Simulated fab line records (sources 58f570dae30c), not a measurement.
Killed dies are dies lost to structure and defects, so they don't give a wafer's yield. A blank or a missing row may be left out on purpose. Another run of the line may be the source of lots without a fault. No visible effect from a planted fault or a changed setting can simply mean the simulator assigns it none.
Struck lot and sound lot, side by side	flow berkeley_cmos170	15 steps out of a route of 331
Sound: these wafers, L999.1, L999.3, L999.4. Struck: wafer L108.1. (L108.5, L108.6 of the same lot were not struck and are left out.) The cause comes at the end.
Each step with rows lists, per side, the tool, then ch with its chambers, then its first start. Under that, the readings that differ: sound wafers	struck wafers	difference of the means	sigmas: that difference in standard deviations of wafers without a fault.
alike: words and numbers the same on both sides, and readings whose means are apart by under 2 such deviations; not compared: readings that were withheld, readings missing a value for some wafer, numbers with overlapping values and no deviation given by the record, and bounds like >300 which may hide the same value.
Wherever a step has rows on one side only, a row that says differs or no value, or a row with sigmas, the two part there. Numbers that have no deviation but don't overlap get no sigmas and don't part them. Lack of a reading on every wafer of one side parts them only where that side has two or more wafers.

first, 2 steps without rows for these wafers: UCB170_M2_COAT_05 (resist thk 900 nm); UCB170_M2_SOFTBAKE_06 (time 60 s).
UCB170_M2_STRIP_07: strips in O2.
  sound on plasma_asher-04 ch 0,1, day 9 01:44; struck on plasma_asher-04 ch 1, day 11 15:36
  alike: drypump_motor_current_A, oes_product_au, strip_time_to_endpoint_s
  not compared: rf_hours_counter_h
then, 7 steps without rows for these wafers: UCB170_M2_STRIP_08 (strips KrF in DMSO, time 600 s); UCB170_M2_COAT_09; UCB170_M2_COAT_10 (resist thk 900 nm); UCB170_M2_SOFTBAKE_11 (time 60 s); UCB170_M2_EXPOSE_12 (exposes mask METAL2, target cd 700 nm); UCB170_M2_PEB_13; UCB170_M2_DEVELOP_14 (develop time 45 s).
UCB170_M2_CD_MEAS_15: the cd target is 700 nm.
  sound on cd_sem-01, day 9 03:03; struck on cd_sem-02, day 11 17:44
  alike: cd_nm
UCB170_M2_OVL_MEAS_16:
  sound on overlay-02, day 9 03:10; struck on overlay-02, day 11 17:51
  alike: M2_OVL
UCB170_M2_ETCH_17: etches BARC in N2/H2.
  sound on rie_diel-02 ch 0,1,3, day 9 03:13; struck on rie_diel-02 ch 3, day 11 17:53
reading	sound	struck	difference	sigmas
chamber_pressure_mTorr (mTorr)	30.064 30.014 29.964	23.988	-6.026	-99 or more
  alike: drypump_motor_current_A, oes_product_au, throttle_valve_pct
UCB170_M2_METAL_ETCH_18: etches Al in Cl2/BCl3, stops on SiO2, target depth 1170 nm, time 195 s.
  sound on rie_metal-02 ch 0,1, day 9 03:15; struck on rie_metal-02 ch 1, day 11 17:56
  alike: chamber_pressure_mTorr, drypump_motor_current_A, oes_product_au, throttle_valve_pct
  not compared: rf_hours_counter_h
UCB170_M3_PROBE_99:
  record: rows for the struck wafers here (prober-02, day 11 23:39), none for the sound ones

== WHERE THEY PART ==
At UCB170_M2_ETCH_17 first; at UCB170_M3_PROBE_99 last (within this record only).

WHY: what had been put in by the simulator
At UCB170_M2_ETCH_17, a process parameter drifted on rie_diel-02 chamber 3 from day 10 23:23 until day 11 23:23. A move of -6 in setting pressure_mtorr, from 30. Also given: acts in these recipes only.
